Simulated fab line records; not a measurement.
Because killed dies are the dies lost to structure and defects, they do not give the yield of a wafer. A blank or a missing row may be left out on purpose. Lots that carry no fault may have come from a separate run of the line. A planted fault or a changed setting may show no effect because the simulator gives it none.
Shared-tool check    flow berkeley-cmos170    14 lots and 42 wafers in the sample

== WHY THIS WAS OPENED ==
Of 14 lots, 2 have the reading SILICIDE_TI_RS flagged at UCB170_SILICIDE_RS_MEAS_02. Wafers without a fault read 27.48 ohm/sq, standard deviation 0.3.
Rule: a lot is flagged when every wafer of it that has a number lies more than 4 standard deviations from that mean, or none has a number. All remaining lots are regarded as sound.

lot   measured      on             SILICIDE_TI_RS (ohm/sq), wafer by wafer  flag
L561  day 6 06:47   film-metro-02  27.75 27.52 27.42                        
L564  day 7 06:38   film-metro-01  27.18 27.08 27.43                        
L563  day 7 07:26   film-metro-02  28.15 28.21 28.03                        
L566  day 7 18:04   film-metro-01  26.89 27.00 26.60                        
L569  day 8 11:50   film-metro-02  51.96 51.88 53.08                        FLAGGED
L570  day 8 15:44   film-metro-01  51.22 51.68 51.00                        FLAGGED
L574  day 10 10:35  film-metro-02  27.75 27.96 27.94                        
L578  day 10 10:43  film-metro-01  27.24 27.88 27.12                        
L576  day 10 10:49  film-metro-02  27.41 27.65 27.60                        
L579  day 10 10:58  film-metro-04  26.87 27.13 27.21                        
L582  day 11 10:45  film-metro-02  27.69 27.55 27.50                        
L583  day 11 11:26  film-metro-02  27.40 27.66 27.38                        
L580  day 11 12:01  film-metro-04  27.62 27.64 27.36                        
L584  day 12 05:40  film-metro-04  27.34 27.47 27.43                        
On average the flagged lots' numbers are 51.80 ohm/sq, which is +24.32 ohm/sq against the usual, or +81 standard deviations.

== WHICH TOOL EACH LOT WENT THROUGH ==
The record holds 1 process step before the reading, out of a route of 331 steps. In each cell: the tool, then ch and the chambers that the sampled wafers went through, then the start.
lot   flag     UCB170_SILICIDE_SPUTTER_01
L561           pvd-sputter-02, day 6 06:44
L564           pvd-sputter-03, day 7 06:37
L563           pvd-sputter-02, day 7 07:23
L566           pvd-sputter-03, day 7 18:01
L569  FLAGGED  pvd-sputter-02, day 8 11:48
L570  FLAGGED  pvd-sputter-02, day 8 15:40
L574           pvd-sputter-04, day 10 10:18
L578           pvd-sputter-03, day 10 10:40
L576           pvd-sputter-04, day 10 10:40
L579           pvd-sputter-03, day 10 10:54
L582           pvd-sputter-02, day 11 10:43
L583           pvd-sputter-03, day 11 11:22
L580           pvd-sputter-03, day 11 11:56
L584           pvd-sputter-03, day 12 05:38
What the steps here do:
- UCB170_SILICIDE_SPUTTER_01: material Ti, target thk 30 nm, time 23.88 s.
- UCB170_SILICIDE_RS_MEAS_02: measures by four-point-probe.

== FLAGGED OVER TOTAL, TOOL BY TOOL (the gauges that took the reading come last) ==
step                        tool            lots run  flagged  share of the flagged lots  sound lots run after its first flagged lot
UCB170_SILICIDE_SPUTTER_01  pvd-sputter-02  5         2        all                        1 (L582)
UCB170_SILICIDE_SPUTTER_01  pvd-sputter-03  7         0        none                       -
UCB170_SILICIDE_SPUTTER_01  pvd-sputter-04  2         0        none                       -
UCB170_SILICIDE_RS_MEAS_02  film-metro-01   4         1        some                       1 (L578)
UCB170_SILICIDE_RS_MEAS_02  film-metro-02   7         1        some                       4 (L574,L576,L582,L583)
UCB170_SILICIDE_RS_MEAS_02  film-metro-04   3         0        none                       -

== WHAT THE TABLE ALLOWS ==
In the table, 1 row covers all flagged lots: pvd-sputter-02 at UCB170_SILICIDE_SPUTTER_01.
- pvd-sputter-02 at UCB170_SILICIDE_SPUTTER_01: 2 of its 5 lots flagged. Lots that were sound ran on it after the first flagged one (L582); a persistent fault on the entire tool would not allow that.
Every row of the table either missed a flagged lot or ran a sound lot after the first.

== WHAT THE SIMULATOR HAD INSERTED ==
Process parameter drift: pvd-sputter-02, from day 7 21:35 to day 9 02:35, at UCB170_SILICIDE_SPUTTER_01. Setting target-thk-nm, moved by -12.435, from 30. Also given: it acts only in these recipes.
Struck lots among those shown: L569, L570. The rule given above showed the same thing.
